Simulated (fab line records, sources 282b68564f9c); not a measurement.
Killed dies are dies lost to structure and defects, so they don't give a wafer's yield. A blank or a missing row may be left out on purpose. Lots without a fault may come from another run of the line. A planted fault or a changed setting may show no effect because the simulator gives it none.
Split-lot experiment | flow rit_cmos | 5 lots, 23 wafers read, on a route of 202 steps

THE SPLIT
At RIT_NLDD_COAT_01 (resist thk 1000 nm), the setting spin_rpm was moved away from the recipe's 3250 rpm on 9 of the 23 wafers read, by -4.4% to +3.4%. The other wafers ran this setting at the recipe's value.

FROM THE SPLIT TO THE READING: what the file shows between them, 3 steps
- RIT_NLDD_SOFTBAKE_02: time 60 s
- RIT_NLDD_EXPOSE_03: exposes mask M7, target cd 40700 nm
- RIT_NLDD_DEVELOP_05: develop time 50 s

THE READING
NOVOLAK_of_NLDD_COAT_01.thk_nm (the simulator's own value, which no gauge read), in nm, at RIT_NLDD_HARDBAKE_07 (time 60 s). The file gives no usual value for it. The 14 wafers here that ran the recipe average 883.6 nm, standard deviation 2.2 nm.

wafer  | tool, chamber at the split | spin_rpm as run, rpm | against the recipe | NOVOLAK_of_NLDD_COAT_01.thk_nm, nm | against lot-mates on the recipe
L078.1 | litho_track-02, 0          | 3250                 | recipe             | 886.4                              | -
L078.3 | litho_track-02, 0          | 3360                 | +3.4%              | 870.7                              | -15.5
L078.6 | litho_track-02, 0          | 3360                 | +3.4%              | 870.7                              | -15.5
L078.4 | litho_track-02, 0          | 3250                 | recipe             | 887.8                              | -
L078.5 | litho_track-02, 0          | 3250                 | recipe             | 884.3                              | -
L079.1 | litho_track-04, 0          | 3250                 | recipe             | 880.1                              | -
L079.2 | litho_track-04, 0          | 3250                 | recipe             | 883.5                              | -
L079.3 | litho_track-04, 0          | 3106                 | -4.4%              | 900.6                              | +19.0
L079.5 | litho_track-04, 0          | 3250                 | recipe             | 881.1                              | -
L079.6 | litho_track-04, 0          | 3106                 | -4.4%              | 902.9                              | +21.3
L080.1 | litho_track-04, 0          | 3170                 | -2.5%              | 895.4                              | +11.0
L080.2 | litho_track-04, 0          | 3250                 | recipe             | 883.5                              | -
L080.5 | litho_track-04, 0          | 3250                 | recipe             | 883.5                              | -
L080.3 | litho_track-04, 0          | 3250                 | recipe             | 886.2                              | -
L080.6 | litho_track-04, 0          | 3170                 | -2.5%              | 895.3                              | +10.9
L081.1 | litho_track-04, 0          | 3250                 | recipe             | 881.3                              | -
L081.3 | litho_track-04, 0          | 3129                 | -3.7%              | 898.6                              | +17.8
L081.4 | litho_track-04, 0          | 3250                 | recipe             | 880.4                              | -
L081.5 | litho_track-04, 0          | 3129                 | -3.7%              | 896.1                              | +15.3
L081.6 | litho_track-04, 0          | 3129                 | -3.7%              | 898.1                              | +17.3
L084.1 | litho_track-02, 0          | 3250                 | recipe             | 883.8                              | -
L084.2 | litho_track-02, 0          | 3250                 | recipe             | 885                                | -
L084.3 | litho_track-02, 0          | 3250                 | recipe             | 883.6                              | -

THE FIT
A straight line over all 23 wafers: NOVOLAK_of_NLDD_COAT_01.thk_nm changes by -3.96 nm for each +1% of spin_rpm; r = -0.97; the points scatter about the line by 2 nm.
The same after taking each lot's own level away (the mean of its wafers on the recipe; 23 wafers): -4.53 nm for each +1%; r = -0.99; scatter 1.1 nm.
On that fit, the largest move of spin_rpm shifts the reading by 20 nm.
The lots' own levels span 880.85 to 886.17 nm, that is 2.4 times the standard deviation above.
So the lot-to-lot level changes the slope: the two fits differ.
Check: with one of the wafers moved furthest among these (-4.4%) left out of the fit, the line predicts +20.3 nm for it against its lot-mates. It came out at +19 nm against them.

OTHER SPLITS ON THESE WAFERS
These wafers also went through other splits before the reading. Each is held against what the fit with the lots' levels taken away leaves over:
other split on the same wafers     | wafers away from the commonest value | r with NOVOLAK_of_NLDD_COAT_01.thk_nm (lot level and that fit taken away)
RIT_ACTIVE_OXIDATION_01 ox_time_s  | 15                                   | -0.02
RIT_ACTIVE_COAT_06 spin_rpm        | 9                                    | -0.09
RIT_FOX2_OXIDATION_00 ox_time_s    | 10                                   | +0.04
RIT_PRETRO_IMPLANT_08 energy_kev   | 9                                    | -0.29
RIT_GATE_CVD_08 pressure_mtorr     | 10                                   | -0.03
RIT_GATE_DEVELOP_15 develop_time_s | 6                                    | -0.15
RIT_REOX_OXIDATION_03 ox_time_s    | 15                                   | +0.00

THE WHOLE CHAIN: every reading that the file lists as answering this split, in the file's order
step                 | what it does       | reading                                                                         | change (the file's fit)              | r (the file's)
RIT_NLDD_COAT_01     | resist thk 1000 nm | NOVOLAK_of_NLDD_COAT_01.thk_nm (the simulator's own value, which no gauge read) | -5.17 nm for each +1% of the setting | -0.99
RIT_NLDD_HARDBAKE_07 | time 60 s          | NOVOLAK_of_NLDD_COAT_01.thk_nm (the simulator's own value, which no gauge read) | -4.53 nm for each +1% of the setting | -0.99

THE FILE'S OWN FIT
NOVOLAK_of_NLDD_COAT_01.thk_nm changes by -4.53 nm for each +1% of spin_rpm, r = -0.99.
